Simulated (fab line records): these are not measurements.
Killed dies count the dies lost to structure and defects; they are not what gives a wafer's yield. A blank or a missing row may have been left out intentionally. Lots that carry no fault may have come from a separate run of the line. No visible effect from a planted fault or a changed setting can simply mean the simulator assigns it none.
A lot that was struck, set against a sound lot || flow rit cmos || 15 out of 202 route steps
Sound: the wafers L319.2, L319.3, L319.5. The struck wafers were L326.2, L326.3, L326.6. Last of all comes the cause.
At each step with rows: each side's tool, then ch and its chambers, then its first start. Under that, the readings that differ: sound wafers || struck wafers || difference of the means || sigmas: that difference in standard deviations of wafers without a fault.
alike: readings with means less than 2 such deviations apart, plus words and numbers identical on both sides. not compared: withheld readings, readings lacking a value on some wafer, bounds such as >300 that could conceal the same value, and numbers that have no deviation in the record and whose values overlap.
Wherever a step has rows on one side only, a row that says differs or no value, or a row with sigmas, the two part there. Non-overlapping numbers with no deviation appear without sigmas and do not part them. A reading missing from all wafers of one side parts the sides only when that side holds two or more wafers.

RIT_NSD_TW_MEAS_10:
  sound: film metro-01 at day 3 01:22; struck: film metro-02 at day 4 13:11
  alike: NSD_TW
then, 6 steps without rows for these wafers: RIT_PSD_HMDS_00 (prime time 60 s); RIT_PSD_COAT_01 (resist thk 1000 nm); RIT_PSD_SOFTBAKE_02 (time 60 s); RIT_PSD_EXPOSE_03 (exposes mask M10, target cd 40900 nm); RIT_PSD_PEB_04; RIT_PSD_DEVELOP_05 (develop time 50 s).
RIT_PSD_OVL_MEAS_06:
  sound: overlay-02 at day 3 02:23; struck: overlay-02 at day 4 14:05
  alike: PSD_OVL
then, 2 steps without rows for these wafers: RIT_PSD_HARDBAKE_07 (time 60 s); RIT_PSD_IMPLANT_08.
RIT_PSD_STRIP_09: strips in O2, time 180 s.
  sound on plasma asher-02 ch 0,1, day 3 02:43; struck on plasma asher-01 ch 0,1, day 4 14:25
  alike: chamber pressure mTorr, drypump motor current A
  not compared: rf hours counter h
RIT_PSD_TW_MEAS_10:
  sound: film metro-03 at day 3 02:54; struck: film metro-02 at day 4 14:37
{"reading": "PSD_TW", "sound": "3460 3460 3444", "struck": "3385 3359 3378", "difference": -81, "sigmas": -3}
RIT_SDANNEAL_CLEAN_00: cleans in SC1, time 600 s.
  sound on wet bench-02 ch 2, day 3 02:57; struck on wet bench-01 ch 3, day 4 14:40
{"reading": "run length s (s)", "sound": "627 627 627", "struck": "534 534 534", "difference": -93, "sigmas": -27}
then, 1 step without rows for these wafers: RIT_SDANNEAL_CLEAN_01 (cleans in dHF, time 30 s).
RIT_M1_PROBE_99:
  sound: prober-02 at day 3 11:05; struck: prober-01 at day 4 22:41
  alike: killed at front end, killed dies, killed open, killed short

WHERE THEY PART
Earliest at RIT_PSD_TW_MEAS_10; latest, in this record, at RIT_SDANNEAL_CLEAN_00. Later steps at which nothing parts them and some readings are alike: RIT_M1_PROBE_99.

WHY: what the simulator had put in
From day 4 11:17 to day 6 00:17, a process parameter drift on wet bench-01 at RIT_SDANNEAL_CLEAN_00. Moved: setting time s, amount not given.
